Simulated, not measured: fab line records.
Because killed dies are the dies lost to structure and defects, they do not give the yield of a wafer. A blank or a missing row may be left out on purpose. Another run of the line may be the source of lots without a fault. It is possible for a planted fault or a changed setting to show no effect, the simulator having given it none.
Split-lot study | flow berkeley_cmos170 | 5 lots, 23 wafers read, on a route of 331 steps

== ON THE SPLIT ==
At UCB170_NSD_IMPLANT_08, the setting dose_cm2 was moved away from the recipe's 3e+15 on 11 of the 23 wafers read, by -5.3% to +6.9%. For the rest of the wafers, this setting stayed at what the recipe calls for.

== FROM THE SPLIT TO THE READING: what the file shows between them, 3 steps ==
- UCB170_NSD_STRIP_09: strips in O2
- UCB170_SDANNEAL_RTA_00: time 10 s (also split here: time_s)
- UCB170_SDANNEAL_RTA_01: time 5.203 s

== THE READING ==
NSD_RS, in ohm/sq, at UCB170_SDANNEAL_RS_MEAS_03 (measures by four-point-probe). On this fab line, fault-free wafers typically give 37.16 ohm/sq with a standard deviation of 0.098 ohm/sq.

wafer  | tool, chamber at the split | dose_cm2 as run | against the recipe | NSD_RS, ohm/sq | against lot-mates on the recipe
L076.1 | implanter-04, 0            | 3.065e+15       | +2.2%              | 36.83          | -0.27
L076.2 | implanter-04, 0            | 3.065e+15       | +2.2%              | 36.86          | -0.24
L076.3 | implanter-04, 0            | 3e+15           | recipe             | 37.05          | -
L076.5 | implanter-04, 0            | 3e+15           | recipe             | 37.16          | -
L076.6 | implanter-04, 0            | 3.065e+15       | +2.2%              | 36.77          | -0.33
L078.1 | implanter-03, 0            | 3e+15           | recipe             | 37.18          | -
L078.3 | implanter-03, 0            | 3.118e+15       | +3.9%              | 36.56          | -0.64
L078.4 | implanter-03, 0            | 3e+15           | recipe             | 37.22          | -
L078.5 | implanter-03, 0            | 3.118e+15       | +3.9%              | 36.54          | -0.66
L078.6 | implanter-03, 0            | 3.118e+15       | +3.9%              | 36.66          | -0.54
L080.2 | implanter-01, 0            | 3e+15           | recipe             | 37.16          | -
L080.3 | implanter-01, 0            | 3.207e+15       | +6.9%              | 36.08          | -1.10
L080.4 | implanter-01, 0            | 3e+15           | recipe             | 37.24          | -
L080.5 | implanter-01, 0            | 3e+15           | recipe             | 37.14          | -
L080.6 | implanter-01, 0            | 3.207e+15       | +6.9%              | 36.06          | -1.12
L081.4 | implanter-03, 0            | 3e+15           | recipe             | 36.85          | -
L081.5 | implanter-03, 0            | 3e+15           | recipe             | 36.96          | -
L081.6 | implanter-03, 0            | 3e+15           | recipe             | 36.87          | -
L085.2 | implanter-03, 0            | 2.841e+15       | -5.3%              | 38.27          | +0.94
L085.3 | implanter-03, 0            | 2.841e+15       | -5.3%              | 38.20          | +0.87
L085.4 | implanter-03, 0            | 3e+15           | recipe             | 37.32          | -
L085.5 | implanter-03, 0            | 2.841e+15       | -5.3%              | 38.29          | +0.95
L085.6 | implanter-03, 0            | 3e+15           | recipe             | 37.35          | -

THE FIT
A straight line over all 23 wafers: NSD_RS changes by -0.175 ohm/sq for each +1% of dose_cm2; r = -0.97; the points scatter about the line by 0.15 ohm/sq.
The same after taking each lot's own level away (the mean of its wafers on the recipe; 23 wafers): -0.164 ohm/sq for each +1%; r = -1.00; scatter 0.05 ohm/sq.
That fit puts the effect of the largest move of dose_cm2 on the reading at 1.1 ohm/sq.
The lots' own levels span 36.893 to 37.335 ohm/sq, that is 4.5 times the standard deviation above.
Hence the lot-to-lot level has little effect on the slope; both slopes agree.
Check: for one of the wafers moved furthest among these (+6.9%), held out of the fit, the line's prediction against its lot-mates is -1.11 ohm/sq. Against them it came out at -1.1 ohm/sq.

== ADDITIONAL SPLITS CARRIED BY THESE WAFERS ==
These wafers also went through other splits before the reading. Each is held against what the fit with the lots' levels taken away leaves over:
other split on the same wafers | wafers away from the commonest value | r with NSD_RS (lot level and that fit taken away)
UCB170_SDANNEAL_RTA_00 time_s  | 5                                    | +0.07

== THE WHOLE CHAIN: every reading that the file lists as answering this split, in the file's order ==
step                       | what it does                 | reading                  | change (the file's fit)              | r (the file's)
UCB170_NSD_STRIP_09        | strips in O2                 | strip_time_to_endpoint_s | withheld for each +1% of the setting | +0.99
UCB170_SDANNEAL_RS_MEAS_03 | measures by four-point-probe | NSD_RS                   | -0.162 for each +1% of the setting   | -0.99

== THE FILE'S OWN FIT ==
NSD_RS changes by -0.162 ohm/sq for each +1% of dose_cm2, r = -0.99.
